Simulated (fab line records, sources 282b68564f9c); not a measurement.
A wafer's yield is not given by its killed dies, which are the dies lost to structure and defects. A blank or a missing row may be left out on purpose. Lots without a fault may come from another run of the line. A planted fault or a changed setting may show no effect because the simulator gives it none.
8D (eight disciplines) problem report, filled in by code | flow rit-cmos | the parts of the form that need people (team, actions taken, sign-off) are left out

== 1. THE ISSUE ==
Mean of o2-flow-sccm at RIT_PWELL_STRIP_09: 4795 sccm across 4 wafers in 2 lots; on wafers with no fault it is 4000 sccm (standard deviation 13). That is +61 standard deviations from the usual mean.
The step: strips in O2, time 180 s.
The first sign was on wafer L635.1 at day 5 14:05, on plasma-asher-04. The record holds 42 wafers of 14 lots with a number at this step. By rule, "out" or "out of limits" means more than 4 standard deviations away from the usual mean. The other wafers with a number count as sound.

== 2. WHAT IT IS AND WHAT IT IS NOT ==
question                    | is                             | is not
which readings at this step | o2-flow-sccm                   | drypump-motor-current-A
which lots                  | L635, L637                     | L618, L619, L620, L622, L623, L626, L627, L629, L633, L634, L640, L641
which wafers of those lots  | L635.1, L635.3, L637.1, L637.3 | L635.6, L637.4
read on which tools         | plasma-asher-04                | plasma-asher-02
when                        | from day 5 14:05               | up to then (31 sound wafers); but 7 sound wafers of L637, L640, L641 came after

== 3. WHAT RULES OUT EACH SUSPECT ==
Counting: any tool at a process step up to the reading remains a suspect provided it ran every lot that is out. Sound lots after the first of them don't rule it out here, since some wafers of a struck lot are sound.
- plasma-asher-04 at RIT_PWELL_STRIP_09 (strips in O2, time 180 s): kept. It ran every lot that is out, first L635 (day 5 14:05); its last sound lot up to then is L623 (day 3 03:30). On those wafers its own readings are out: o2-flow-sccm.
- The sound lot-mates ran in chamber 1 of plasma-asher-04 at RIT_PWELL_STRIP_09, but the wafers that are out ran in chamber 0.
After counting, what remains is plasma-asher-04 at RIT_PWELL_STRIP_09.

== 4. THE CAUSE (what the simulator had put in) ==
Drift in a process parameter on plasma-asher-04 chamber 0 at RIT_PWELL_STRIP_09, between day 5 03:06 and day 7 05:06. Setting o2-flow-sccm shifted by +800 from 4000. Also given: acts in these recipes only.
After counting, this tool was the only one left.

== 5. THE CHAIN OF EFFECTS, in route order ==
One row per reading whose mean, taken over the struck wafers that have a number, lies over 3 standard deviations from the usual. Readings are gone through only where the record gives a usual standard deviation; hours: the median, over the lots, of the time from a lot's start at the first step in this table giving one to that lot's start at this step; sigmas: the change measured in usual standard deviations.
hours | step               | reading      | usual     | on struck wafers | change | sigmas
0     | RIT_PWELL_STRIP_09 | o2-flow-sccm | 4000 sccm | 4795             | +795   | +61
Process steps it contains:
- RIT_PWELL_STRIP_09: strips in O2, time 180 s.

== 6. WHAT WOULD HAVE CAUGHT IT SOONER ==
First out-of-limits reading in this record: day 5 14:05, which is 11 hours after fault onset at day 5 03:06.
